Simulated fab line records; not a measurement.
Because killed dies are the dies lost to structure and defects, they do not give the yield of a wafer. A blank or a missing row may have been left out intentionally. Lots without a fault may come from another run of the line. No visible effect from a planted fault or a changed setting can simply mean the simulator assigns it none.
Comparing a struck lot with a sound one || flow berkeley_cmos170 || 16 out of 331 route steps
Sound: the wafers L471.4, L471.5, L471.6. The struck wafers were L476.1, L476.3, L476.4. The cause is given at the end.
Order at every step that has rows: each side's tool, ch and its chambers, its first start. Under that, the readings that differ: sound wafers || struck wafers || difference of the means || sigmas: that difference in standard deviations of wafers without a fault.
alike: readings with means less than 2 such deviations apart, plus words and numbers identical on both sides. not compared: withheld readings, readings lacking a value on some wafer, bounds such as >300 that could conceal the same value, and numbers that have no deviation in the record and whose values overlap.
The two part at a step that has a row with sigmas, a row that says differs or no value, or rows on one side only. Numbers that have no deviation but don't overlap get no sigmas and don't part them. Lack of a reading on every wafer of one side parts them only where that side has two or more wafers.

first, 1 step without rows for these wafers: UCB170_M3_SOFTBAKE_06 (time 60 s).
UCB170_M3_STRIP_07: strips in O2.
  sound on plasma_asher-01 ch 0,1, day 7 16:53; struck on plasma_asher-02 ch 0,1, day 9 09:52
{"reading": "drypump_motor_current_A (A)", "sound": "6.1 6.1 6.3", "struck": "4.9 4.9 5.7", "difference": -1.0, "sigmas": -2}
  alike: oes_product_au, strip_time_to_endpoint_s
  not compared: rf_hours_counter_h
then, 7 steps without rows for these wafers: UCB170_M3_STRIP_08 (strips KrF in DMSO, time 600 s); UCB170_M3_COAT_09; UCB170_M3_COAT_10 (resist thk 900 nm); UCB170_M3_SOFTBAKE_11 (time 60 s); UCB170_M3_EXPOSE_12 (exposes mask METAL3, target cd 700 nm); UCB170_M3_PEB_13; UCB170_M3_DEVELOP_14 (develop time 45 s).
UCB170_M3_CD_MEAS_15: target cd 700 nm.
  sound on cd_sem-01 at day 7 18:26; struck on cd_sem-02 at day 9 11:11
  alike: cd_nm
UCB170_M3_OVL_MEAS_16:
  sound on overlay-01 at day 7 18:30; struck on overlay-02 at day 9 11:19
{"reading": "M3_OVL (nm)", "sound": "-2 -2 3", "struck": "13 15 6", "difference": "+12", "sigmas": "+2"}
UCB170_M3_ETCH_17: etches BARC in N2/H2.
  sound on rie_diel-03 ch 1,2,3, day 7 18:32; struck on rie_diel-03 ch 0,1,2, day 9 11:20
  alike: chamber_pressure_mTorr, drypump_motor_current_A, oes_product_au, rf_fwd_power_W, throttle_valve_pct
UCB170_M3_METAL_ETCH_18: etches Al in Cl2/BCl3, stops on SiO2, target depth 1170 nm, time 195 s.
  sound on rie_metal-01 ch 0,1, day 7 18:38; struck on rie_metal-01 ch 0,1, day 9 11:23
{"reading": "chamber_pressure_mTorr (mTorr)", "sound": "12.005 12.006 12.003", "struck": "17.994 18.002 17.993", "difference": "+5.992", "sigmas": "+99 or more"}
{"reading": "model.KrF_of_M3_COAT_10.thk_nm (nm)", "sound": "219.2 214.3 220.3", "struck": "171.5 171.3 179.2", "difference": -43.9, "sigmas": ""}
  alike: drypump_motor_current_A, mfc_cl2_sccm, oes_product_au, rf_fwd_power_W, throttle_valve_pct
  not compared: rf_hours_counter_h
UCB170_M3_STRIP_19: strips in O2.
  sound on plasma_asher-04 ch 0,1, day 7 18:47; struck on plasma_asher-01 ch 0,1, day 9 11:34
{"reading": "oes_product_au (a.u.)", "sound": "0.554 0.544 0.556", "struck": "0.497 0.498 0.508", "difference": -0.050, "sigmas": -6}
  alike: drypump_motor_current_A
  not compared: rf_hours_counter_h
UCB170_M3_CD_MEAS_90: target cd 700 nm.
  sound on cd_sem-01 at day 7 18:55; struck on cd_sem-01 at day 9 11:40
  alike: cd_nm
UCB170_M3_PROBE_99:
  rows exist in the record for the struck wafers here (prober-02, day 9 11:55), but not for the sound ones

WHERE THEY PART
First at UCB170_M3_STRIP_07; last, within this record, at UCB170_M3_PROBE_99.

WHY: what had been put in by the simulator
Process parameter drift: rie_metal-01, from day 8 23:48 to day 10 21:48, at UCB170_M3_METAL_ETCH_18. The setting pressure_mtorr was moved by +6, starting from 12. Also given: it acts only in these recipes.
